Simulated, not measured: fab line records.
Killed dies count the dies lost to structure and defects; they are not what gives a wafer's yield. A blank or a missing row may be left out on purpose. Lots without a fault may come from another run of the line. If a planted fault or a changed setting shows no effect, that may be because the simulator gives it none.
Struck lot and sound lot, side by side | flow rit-cmos | 15 out of 202 route steps
Sound: wafers L423.3, L423.5, L423.6. Struck: wafers L435.2, L435.6 (left out: L435.3, a lot-mate that was not struck); the cause follows at the end.
Each step with rows lists, per side, the tool, then ch with its chambers, then its first start. Under that, the readings that differ: sound wafers | struck wafers | difference of the means | sigmas: that difference in standard deviations of wafers without a fault.
alike: words and numbers the same on both sides, and readings whose means are apart by under 2 such deviations; not compared: readings that were withheld, readings missing a value for some wafer, numbers with overlapping values and no deviation given by the record, and bounds like >300 which may hide the same value.
A row with sigmas, a row that says differs or no value, or rows on one side alone: a step with any of these is where the two part. Numbers that don't overlap but have no deviation are shown without sigmas and don't part them. A reading missing from all wafers of one side parts the sides only when that side holds two or more wafers.

RIT_GATE_THK_MEAS_07:
  sound on film-metro-02, day 3 15:57; struck on film-metro-01, day 6 05:04
  alike: GATE_OXIDE_THK
then, 1 step without rows for these wafers: RIT_GATE_CVD_08 (deposits poly-Si from SiH4, target thk 250 nm, time 2220 s).
RIT_GATE_THK_MEAS_09:
  sound on film-metro-02, day 3 18:14; struck on film-metro-01, day 6 06:44
  reading            | sound             | struck      | difference | sigmas
  GATE_POLY_THK (nm) | 248.7 249.5 248.9 | 255.6 256.9 | +7.2       | +3
then, 6 steps without rows for these wafers: RIT_GATE_HMDS_10 (prime time 60 s); RIT_GATE_COAT_11 (resist thk 850 nm); RIT_GATE_SOFTBAKE_12 (time 60 s); RIT_GATE_EXPOSE_13 (exposes mask M6, target cd 150 nm); RIT_GATE_PEB_14; RIT_GATE_DEVELOP_15 (develop time 50 s).
RIT_GATE_CD_MEAS_16: the cd target is 150 nm.
  sound on cd-sem-01, day 3 19:23; struck on cd-sem-02, day 6 07:40
  alike: cd-nm
RIT_GATE_OVL_MEAS_17:
  sound on overlay-02, day 3 19:29; struck on overlay-01, day 6 07:46
  alike: GATE_OVL
then, 1 step without rows for these wafers: RIT_GATE_HARDBAKE_18 (time 60 s).
RIT_GATE_ETCH_19: etches poly-Si in SF6/CHF3/O2, stops on SiO2, time 165 s, target depth 312.5 nm.
  sound on rie-si-02 ch 1,2, day 3 19:39; struck on rie-si-02 ch 1, day 6 07:57
  reading                                   | sound             | struck      | difference | sigmas
  oes-product-au (a.u.)                     | 0.859 0.846 0.855 | 0.894 0.898 | +0.043     | +4
  model.NOVOLAK_of_GATE_COAT_11.thk-nm (nm) | 666.5 668.9 666.6 | 676.4 675.1 | +8.4       |
  alike: chamber-pressure-mTorr, drypump-motor-current-A, throttle-valve-pct
  not compared: rf-hours-counter-h
RIT_GATE_STRIP_20: strips in O2, time 180 s.
  sound on plasma-asher-01 ch 0,1, day 3 19:49; struck on plasma-asher-02 ch 1, day 6 08:04
  alike: chamber-pressure-mTorr, drypump-motor-current-A
  not compared: rf-hours-counter-h
RIT_M1_PROBE_99:
  sound on prober-01, day 4 16:35; struck on prober-02, day 7 05:23
  reading                                          | sound                | struck        | difference | sigmas
  model.etest.poly-comb-over-steps.leak-log10-a-um | -12.78 -12.82 -12.87 | -11.46 -11.59 | +1.30      |
  alike: killed-at-contacts, killed-at-front-end, killed-dies, killed-on-rim, killed-open, killed-short

== WHERE THEY PART ==
At RIT_GATE_THK_MEAS_09 first; at RIT_GATE_ETCH_19 last (within this record only). Later steps at which nothing parts them and some readings are alike: RIT_GATE_STRIP_20, RIT_M1_PROBE_99.

WHY: what the simulator had put in
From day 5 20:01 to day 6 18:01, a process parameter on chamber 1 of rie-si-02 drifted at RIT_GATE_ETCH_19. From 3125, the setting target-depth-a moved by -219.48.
